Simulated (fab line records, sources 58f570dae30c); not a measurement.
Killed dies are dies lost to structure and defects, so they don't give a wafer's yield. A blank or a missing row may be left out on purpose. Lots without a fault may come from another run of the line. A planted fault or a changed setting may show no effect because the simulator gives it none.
Which tool did it? | flow berkeley_cmos170 | 16 lots, 48 wafers sampled, at 6 steps of a route of 331

WHAT THE GAUGES READ, wafer by wafer
UCB170_NWELL_THK_MEAS_02. Usual: NWELL_OXIDE_THK 26.4 nm, standard deviation 0.51.
lot  | measured    | on            | NWELL_OXIDE_THK (nm) | flag
L374 | day 2 04:52 | film_metro-03 | 26.8 26.5 26.2       |
L373 | day 2 04:53 | film_metro-04 | 26.8 27.1 26.8       |
L375 | day 2 12:02 | film_metro-04 | 26.1 25.0 25.7       |
L379 | day 3 05:56 | film_metro-04 | 25.8 25.6 26.1       |
L378 | day 3 05:57 | film_metro-03 | 26.5 26.4 26.4       |
L381 | day 3 14:55 | film_metro-04 | 27.0 26.7 26.9       |
L382 | day 4 00:28 | film_metro-02 | 27.6 27.2 27.3       |
L386 | day 4 18:05 | film_metro-03 | 25.7 25.7 26.0       |
L387 | day 4 18:06 | film_metro-04 | 26.3 26.3 26.5       |
L385 | day 4 18:08 | film_metro-02 | 25.7 25.3 25.4       |
L388 | day 5 06:38 | film_metro-02 | 26.2 26.6 26.7       |
L391 | day 6 00:13 | film_metro-02 | 26.0 25.7 25.6       |
L392 | day 6 00:14 | film_metro-03 | 25.9 25.9 25.6       |
L393 | day 6 07:41 | film_metro-04 | 27.0 27.0 26.8       |
L395 | day 6 19:58 | film_metro-03 | 26.4 26.4 26.5       |
L396 | day 6 19:58 | film_metro-02 | 27.0 26.7 26.6       |

UCB170_PWELL_THK_MEAS_03. Usual: PWELL_OXIDE_THK 26.3 nm, standard deviation 0.47.
lot  | measured    | on            | PWELL_OXIDE_THK (nm) | flag
L374 | day 2 21:45 | film_metro-03 | 26.5 26.7 26.2       |
L373 | day 2 21:46 | film_metro-04 | 26.3 26.2 26.2       |
L375 | day 3 07:33 | film_metro-04 | 26.7 26.4 26.4       |
L379 | day 4 01:38 | film_metro-01 | 26.6 26.8 26.6       |
L378 | day 4 01:40 | film_metro-03 | 26.4 26.6 26.5       |
L381 | day 4 10:26 | film_metro-03 | 26.0 25.7 25.5       |
L382 | day 4 19:23 | film_metro-04 | 25.9 25.5 25.6       |
L386 | day 5 12:51 | film_metro-04 | 26.6 26.7 26.4       |
L387 | day 5 12:52 | film_metro-01 | 26.5 26.3 26.3       |
L385 | day 5 12:52 | film_metro-03 | 26.4 26.1 26.5       |
L388 | day 6 01:34 | film_metro-01 | 25.6 26.2 26.1       |
L391 | day 6 20:04 | film_metro-04 | 26.2 25.9 25.7       |
L392 | day 6 20:04 | film_metro-03 | 26.1 26.4 26.0       |
L393 | day 7 01:41 | film_metro-01 | 25.8 26.2 26.3       |
L395 | day 7 13:44 | film_metro-04 | 26.2 26.4 26.2       |
L396 | day 7 13:44 | film_metro-03 | 26.7 26.8 26.6       |

UCB170_GATE_THK_MEAS_05. Usual: GATE_POLY_THK 215.4 nm, standard deviation 1.8.
lot  | measured     | on            | GATE_POLY_THK (nm) | flag
L374 | day 6 20:07  | film_metro-04 | 215.2 216.0 216.3  |
L373 | day 6 20:08  | film_metro-02 | 214.3 215.9 216.0  |
L375 | day 7 07:35  | film_metro-02 | 216.4 218.0 215.8  |
L379 | day 8 05:50  | film_metro-02 | 211.7 212.3 212.0  |
L378 | day 8 05:55  | film_metro-04 | 213.9 212.1 213.5  |
L381 | day 8 17:23  | film_metro-01 | 216.4 216.1 216.2  |
L382 | day 8 17:23  | film_metro-04 | 215.8 220.2 217.6  |
L386 | day 10 02:41 | film_metro-02 | 188.0 186.9 183.6  | OFF
L387 | day 10 02:42 | film_metro-01 | 186.0 184.0 188.5  | OFF
L385 | day 10 02:45 | film_metro-02 | 190.0 188.0 189.3  | OFF
L388 | day 10 02:41 | film_metro-04 | 187.0 188.7 189.3  | OFF
L391 | day 11 07:38 | film_metro-02 | 215.8 215.5 216.5  |
L392 | day 10 21:05 | film_metro-04 | 217.1 216.0 217.9  |
L393 | day 11 07:34 | film_metro-02 | 215.2 213.7 215.5  |
L395 | day 11 23:26 | film_metro-01 | 219.6 218.8 218.4  |
L396 | day 11 23:26 | film_metro-02 | 217.0 218.3 217.1  |

UCB170_CONTACT_OVL_MEAS_16. Usual: CONTACT_OVL 0 nm, standard deviation 4.7.
lot  | measured     | on         | CONTACT_OVL (nm) | flag
L374 | day 7 23:55  | overlay-02 | -9 -9 -2         |
L373 | day 7 23:50  | overlay-01 | 5 -2 7           |
L375 | day 8 08:39  | overlay-02 | 0 -5 -4          |
L379 | day 9 08:10  | overlay-01 | -14 -4 -6        |
L378 | day 9 07:46  | overlay-02 | -2 -8 0          |
L381 | day 9 16:13  | overlay-02 | 4 -5 -3          |
L382 | day 9 16:52  | overlay-01 | 1 4 1            |
L386 | day 10 23:31 | overlay-02 | 1 -1 3           |
L387 | day 11 01:40 | overlay-01 | 1 -5 -4          |
L385 | day 11 02:03 | overlay-02 | 8 6 1            |
L388 | day 11 01:19 | overlay-02 | 0 4 -7           |
L391 | day 12 08:53 | overlay-02 | 5 -6 -6          |
L392 | day 11 19:51 | overlay-01 | 2 0 -2           |
L393 | day 12 06:02 | overlay-01 | 1 -3 2           |
L395 | day 13 11:50 | overlay-01 | 0 0 -5           |
L396 | day 12 21:16 | overlay-02 | 0 -1 3           |

WHICH TOOL RAN EACH LOT (tool, then ch and the chambers of the sampled wafers, then the start)
lot  | UCB170_GATE_CVD_04          | UCB170_GATE_ETCH_15
L374 | lpcvd-02 ch 1, day 6 18:43  | rie_si-02 ch 1,3, day 6 22:13
L373 | lpcvd-02 ch 0, day 6 18:43  | rie_si-02 ch 1,2,3, day 6 21:40
L375 | lpcvd-02 ch 1, day 7 06:11  | rie_si-01 ch 0,3, day 7 09:22
L379 | lpcvd-01 ch 1, day 8 04:26  | rie_si-02 ch 2,3, day 8 07:46
L378 | lpcvd-01 ch 1, day 8 04:26  | rie_si-01 ch 1,2,3, day 8 07:43
L381 | lpcvd-02 ch 1, day 8 15:58  | rie_si-02 ch 0,2,3, day 8 18:43
L382 | lpcvd-02 ch 0, day 8 15:58  | rie_si-01 ch 1,3, day 8 18:28
L386 | lpcvd-01 ch 0, day 10 01:17 | rie_si-01 ch 0,3, day 10 04:02
L387 | lpcvd-01 ch 0, day 10 01:17 | rie_si-01 ch 2,3, day 10 04:16
L385 | lpcvd-01 ch 1, day 10 01:17 | rie_si-02 ch 1,2,3, day 10 04:42
L388 | lpcvd-01 ch 1, day 10 01:17 | rie_si-02 ch 0,1,3, day 10 04:14
L391 | lpcvd-02 ch 0, day 11 06:10 | rie_si-01 ch 0,2,3, day 11 09:07
L392 | lpcvd-02 ch 0, day 10 19:40 | rie_si-02 ch 0,1,2, day 10 22:31
L393 | lpcvd-02 ch 1, day 11 06:10 | rie_si-01 ch 0,2,3, day 11 09:00
L395 | lpcvd-02 ch 1, day 11 22:02 | rie_si-02 ch 0,1,3, day 12 01:05
L396 | lpcvd-02 ch 1, day 11 22:02 | rie_si-01 ch 1,2, day 12 00:48
- UCB170_GATE_CVD_04: deposits poly-Si from SiH4, time 1440 s, target thk 214 nm.
- UCB170_GATE_ETCH_15: etches poly-Si in HBr/Cl2, stops on SiO2, time 56.3 s, target depth 278.2 nm.

WHAT THE TOOLS THEMSELVES READ (means of the sampled wafers that have a number; where no wafer has one, the mark that the record gives instead)
UCB170_GATE_CVD_04. Usual: sih4_flow_sccm 120.01 sccm, standard deviation 0.29.
lot  | tool     | sih4_flow_sccm (sccm) | flag
L374 | lpcvd-02 | 119.98                |
L373 | lpcvd-02 | 119.78                |
L375 | lpcvd-02 | 119.88                |
L379 | lpcvd-01 | 120.00                |
L378 | lpcvd-01 | 120.36                |
L381 | lpcvd-02 | 119.85                |
L382 | lpcvd-02 | 120.43                |
L386 | lpcvd-01 | 120.05                |
L387 | lpcvd-01 | 119.79                |
L385 | lpcvd-01 | 119.99                |
L388 | lpcvd-01 | 120.08                |
L391 | lpcvd-02 | 119.70                |
L392 | lpcvd-02 | 119.85                |
L393 | lpcvd-02 | 120.07                |
L395 | lpcvd-02 | 120.13                |
L396 | lpcvd-02 | 120.02                |

UCB170_GATE_ETCH_15. Usual: drypump_motor_current_A 5.8 A, standard deviation 0.49; oes_product_au 0.839 a.u., standard deviation 0.011; throttle_valve_pct 26.56 %, standard deviation 0.15.
lot  | tool      | drypump_motor_current_A (A) | oes_product_au (a.u.) | throttle_valve_pct (%) | flag
L374 | rie_si-02 | 5.9                         | 0.841                 | 26.65                  |
L373 | rie_si-02 | 5.8                         | 0.836                 | 26.69                  |
L375 | rie_si-01 | 5.8                         | 0.847                 | 26.55                  |
L379 | rie_si-02 | 5.9                         | 0.834                 | 26.72                  |
L378 | rie_si-01 | 5.7                         | 0.842                 | 26.44                  |
L381 | rie_si-02 | 6.1                         | 0.843                 | 26.67                  |
L382 | rie_si-01 | 6.0                         | 0.846                 | 26.49                  |
L386 | rie_si-01 | 5.4                         | 0.760                 | 26.53                  | OFF
L387 | rie_si-01 | 5.6                         | 0.773                 | 26.49                  | OFF
L385 | rie_si-02 | 5.8                         | 0.769                 | 26.69                  | OFF
L388 | rie_si-02 | 6.2                         | 0.766                 | 26.59                  | OFF
L391 | rie_si-01 | 5.5                         | 0.849                 | 26.51                  |
L392 | rie_si-02 | 6.0                         | 0.836                 | 26.63                  |
L393 | rie_si-01 | 5.5                         | 0.840                 | 26.50                  |
L395 | rie_si-02 | 6.2                         | 0.839                 | 26.57                  |
L396 | rie_si-01 | 5.5                         | 0.848                 | 26.35                  |

THE ANSWER, worked out from the rows above alone
Rule: a lot is off if the mean of its wafers that have a number lies more than 3 standard deviations from the usual mean. A lot without any number at a reading at which 4 lots or more have one is off too. The other lots that the step has rows for count as sound. The gauges are gone through in route order, then the tools' own readings, and for those a lot's mean is taken as printed above. The first step at which some lot is off is used, and at that step the reading that is off furthest; a lot without a number counts as furthest.
Off: L386, L387, L385, L388, at UCB170_GATE_THK_MEAS_05 (GATE_POLY_THK).
A tool fits if, at a process step before that reading, it ran every lot that is off, and no sound lot after the first of them. The gauges at UCB170_GATE_THK_MEAS_05 aren't tried: what is off there is off at UCB170_GATE_ETCH_15 too, on other tools, and a gauge's error can't cause that. One fits: lpcvd-01 at UCB170_GATE_CVD_04. Its last sound lot is L378 (day 8 04:26), its first lot that is off L385 (day 10 01:17): a fault that began between those two fits.

WHAT THE SIMULATOR HAD PUT IN
Process parameter drift: lpcvd-01, from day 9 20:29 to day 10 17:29, at UCB170_GATE_CVD_04. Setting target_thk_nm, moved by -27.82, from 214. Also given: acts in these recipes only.
Lots struck among those shown: L386, L387, L385, L388. The rule above found the same.
